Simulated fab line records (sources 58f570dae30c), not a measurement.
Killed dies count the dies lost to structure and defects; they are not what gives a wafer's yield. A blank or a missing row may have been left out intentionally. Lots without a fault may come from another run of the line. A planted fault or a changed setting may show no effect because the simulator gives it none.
One fault through the eyes of 2 desks    flow berkeley cmos170    each desk holds nothing but its own numbers, with what lay behind them at the end

METROLOGY DESK
What the gauges read, lot by lot, whatever tool the lot ran on: means of the sampled wafers that have a number. The brackets show how far a lot's mean lies from the usual mean; more than 4 standard deviations puts the lot out of limits, marked OUT.
Columns: A = V1_TEOS_THK at UCB170_V1_THK_MEAS_01, usual 1999 nm
lot   first seen here  A
L830  day 7 13:18      1964
L833  day 7 13:19      2042
L831  day 7 16:29      2017
L832  day 7 16:29      2012
L835  day 8 22:49      1984
L836  day 8 22:49      1982
L837  day 9 04:09      2013
L846  day 10 08:52     1976
L845  day 10 08:53     2013
L849  day 10 22:11     1961
L848  day 10 22:13     2011
L852  day 11 21:59     2007
L851  day 11 22:00     1997
L853  day 12 12:56     1997
Result from this desk: across the 14 lots, nothing is out of limits.

DESK OF THE TOOL OWNER: rie metal-04
The tool's own readings at UCB170_M3_METAL_ETCH_18 (etches Al in Cl2/BCl3, stops on SiO2, target depth 1170 nm, time 195 s): means of the sampled wafers that have a number, for each lot that ran on this tool. The brackets show how far a lot's mean lies from the usual mean; more than 4 standard deviations puts the lot out of limits, marked OUT.
Columns: A = drypump motor current A at UCB170_M3_METAL_ETCH_18, usual 6.0 A; B = oes product au at UCB170_M3_METAL_ETCH_18, usual 0.852 a.u.; C = throttle valve pct at UCB170_M3_METAL_ETCH_18, usual 24.2 %
lot   first seen here  A    B      C
L833  day 8 01:15      5.8  0.858  24.5
L832  day 8 05:00      6.0  0.842  24.2
L836  day 9 11:51      6.1  0.814  24.2
L837  day 9 15:58      6.1  0.811  24.2
L853  day 13 02:23     5.7  0.873  24.5
Result from this desk: across the 5 lots, nothing is out of limits.

ALL TOGETHER
The metrology desk saw nothing out of limits.
The desk of the tool owner found nothing out of limits.

WHAT HAD BEEN PUT IN BY THE SIMULATOR
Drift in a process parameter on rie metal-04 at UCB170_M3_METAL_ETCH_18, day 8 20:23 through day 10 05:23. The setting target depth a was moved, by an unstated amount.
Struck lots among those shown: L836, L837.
